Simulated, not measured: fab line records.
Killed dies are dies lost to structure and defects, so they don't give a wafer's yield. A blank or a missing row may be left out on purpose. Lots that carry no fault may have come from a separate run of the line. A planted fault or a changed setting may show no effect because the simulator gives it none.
Split-lot trial ; flow rit cmos ; on a route of 202 steps: 5 lots, 27 wafers read

## ABOUT THE SPLIT
At RIT_GATE_ETCH_19 (etches poly-Si in SF6/CHF3/O2, stops on SiO2, time 165 s, target depth 312.5 nm), the setting target depth a was moved away from the recipe's 3125 angstrom on 6 of the 27 wafers read, by -24.7% to +50.0%. For the rest of the wafers, this setting stayed at what the recipe calls for.

The reading is taken at the split's own step.

## THE READING
oes product au, in a.u., at RIT_GATE_ETCH_19 (etches poly-Si in SF6/CHF3/O2, stops on SiO2, time 165 s, target depth 312.5 nm). On this fab line, fault-free wafers typically give 0.851 a.u. with a standard deviation of 0.018 a.u.

wafer;tool, chamber at the split;target depth a as run, angstrom;against the recipe;oes product au, a.u.;against lot-mates on the recipe
L077.1;rie si-01, 1;3125;recipe;0.845;-
L077.2;rie si-01, 0;4688;+50.0%;0.625;-0.222
L077.3;rie si-01, 3;3125;recipe;0.839;-
L077.4;rie si-01, 2;4688;+50.0%;0.652;-0.195
L077.5;rie si-01, 3;4688;+50.0%;0.656;-0.191
L077.6;rie si-01, 2;3125;recipe;0.857;-
L078.1;rie si-02, 3;3125;recipe;0.863;-
L078.2;rie si-02, 2;3125;recipe;0.873;-
L078.3;rie si-02, 0;3125;recipe;0.848;-
L078.4;rie si-02, 1;3125;recipe;0.823;-
L078.5;rie si-02, 1;3125;recipe;0.829;-
L078.6;rie si-02, 2;3125;recipe;0.865;-
L081.1;rie si-01, 1;3125;recipe;0.853;-
L081.3;rie si-01, 3;3125;recipe;0.836;-
L081.4;rie si-01, 0;3125;recipe;0.821;-
L083.1;rie si-02, 0;3125;recipe;0.858;-
L083.2;rie si-02, 2;3125;recipe;0.870;-
L083.3;rie si-02, 3;2353;-24.7%;1.035;+0.171
L083.4;rie si-02, 3;3125;recipe;0.863;-
L083.5;rie si-02, 2;2353;-24.7%;1.056;+0.192
L083.6;rie si-02, 0;2353;-24.7%;1.031;+0.167
L082.1;rie si-01, 1;3125;recipe;0.852;-
L082.2;rie si-01, 0;3125;recipe;0.824;-
L082.3;rie si-01, 3;3125;recipe;0.845;-
L082.4;rie si-01, 2;3125;recipe;0.861;-
L082.5;rie si-01, 2;3125;recipe;0.867;-
L082.6;rie si-01, 3;3125;recipe;0.852;-

THE FIT
A straight line over all 27 wafers: oes product au changes by -0.00492 a.u. for each +1% of target depth a; r = -0.95; the points scatter about the line by 0.029 a.u.
The same after taking each lot's own level away (the mean of its wafers on the recipe; 27 wafers): -0.00475 a.u. for each +1%; r = -0.96; scatter 0.025 a.u.
According to that fit, moving target depth a by its largest amount changes the reading by 0.24 a.u.
Measured against the standard deviation above, the lots' own levels, which go from 0.8367 to 0.8637 a.u., span 1.5 times it.
So the lot-to-lot level changes the slope little: the two slopes agree.
Check: -0.229 a.u. against its lot-mates is what the line predicts for one of the wafers moved furthest among these (+50.0%) when that wafer is left out of the fit. It came out at -0.222 a.u. against them.
Tool readings at the split's step, against how far the setting was moved: oes product au r = -0.95.

## ADDITIONAL SPLITS CARRIED BY THESE WAFERS
Other splits were also applied to these wafers ahead of the reading. Each is held against what the fit with the lots' levels taken away leaves over:
other split on the same wafers;wafers away from the commonest value;r with oes product au (lot level and that fit taken away)
RIT_ACTIVE_CVD_03 time s;18;-0.20

## THE WHOLE CHAIN: every reading that the file lists as answering this split, in the file's order
step;what it does;reading;change (the file's fit);r (the file's)
RIT_GATE_ETCH_19;etches poly-Si in SF6/CHF3/O2, stops on SiO2, time 165 s, target depth 312.5 nm;oes product au;-0.00466 a.u. for each +1% of the setting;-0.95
RIT_GATE_ETCH_19;etches poly-Si in SF6/CHF3/O2, stops on SiO2, time 165 s, target depth 312.5 nm;NOVOLAK_of_GATE_COAT_11.thk nm (the simulator's own value, which no gauge read);-0.861 nm for each +1% of the setting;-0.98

## FILE'S OWN FIT
oes product au changes by -0.00466 a.u. for each +1% of target depth a, r = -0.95.
